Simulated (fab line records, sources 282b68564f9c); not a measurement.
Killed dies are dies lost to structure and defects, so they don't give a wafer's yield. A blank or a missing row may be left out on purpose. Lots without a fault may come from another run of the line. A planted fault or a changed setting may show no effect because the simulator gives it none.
One fault seen from 2 desks | flow rit_cmos | each desk has only its own numbers; what lay behind them comes last

THE TOOL OWNER'S DESK: rie_metal-02
The tool's own readings at RIT_M1_METAL_ETCH_12 (etches Al in Cl2/BCl3, stops on SiO2, time 165 s, target depth 600 nm): means of the sampled wafers that have a number, for each lot that ran on this tool. A lot is out of limits, marked OUT, if its mean lies more than 4 standard deviations from the usual mean; the brackets give that distance.
Columns: A = bcl3_flow_sccm at RIT_M1_METAL_ETCH_12, usual 49.99 sccm; B = drypump_motor_current_A at RIT_M1_METAL_ETCH_12, usual 5.6 A; C = oes_product_au at RIT_M1_METAL_ETCH_12, usual 0.794 a.u.; D = throttle_valve_pct at RIT_M1_METAL_ETCH_12, usual 8.28 %
lot  | first seen here | A     | B   | C     | D
L860 | day 5 15:26     | 50.05 | 5.3 | 0.802 | 8.34
L872 | day 8 08:53     | 49.95 | 4.9 | 0.806 | 8.39
This desk's finding: nothing out of limits on any of the 2 lots.

THE METROLOGY DESK
What the gauges read, lot by lot, whatever tool the lot ran on: means of the sampled wafers that have a number. A lot is out of limits, marked OUT, if its mean lies more than 4 standard deviations from the usual mean; the brackets give that distance.
Columns: A = cd_nm at RIT_M1_CD_MEAS_09, usual 2600.7 nm; B = M1_OVL at RIT_M1_OVL_MEAS_10, usual -1.1 nm
lot  | first seen here | A      | B
L849 | day 3 08:19     | 2603.0 | -2.0
L850 | day 3 13:23     | 2600.9 | -1.6
L852 | day 3 20:53     | 2601.3 | -0.6
L859 | day 5 13:07     | 2600.0 | 0.1
L860 | day 5 15:01     | 2601.6 | 0.6
L861 | day 5 22:43     | 2602.8 | -0.3
L862 | day 6 04:10     | 2599.3 | -2.2
L864 | day 6 13:44     | 2597.6 | -1.9
L865 | day 6 15:53     | 2598.9 | 0.6
L868 | day 7 08:48     | 2600.8 | -1.0
L870 | day 7 21:11     | 2601.8 | -1.1
L871 | day 8 01:25     | 2598.3 | -0.7
L872 | day 8 08:28     | 2602.6 | -0.8
This desk's finding: nothing out of limits on any of the 13 lots.

PUT TOGETHER
The tool owner's desk saw nothing out of limits.
The metrology desk saw nothing out of limits.

WHAT THE SIMULATOR HAD PUT IN
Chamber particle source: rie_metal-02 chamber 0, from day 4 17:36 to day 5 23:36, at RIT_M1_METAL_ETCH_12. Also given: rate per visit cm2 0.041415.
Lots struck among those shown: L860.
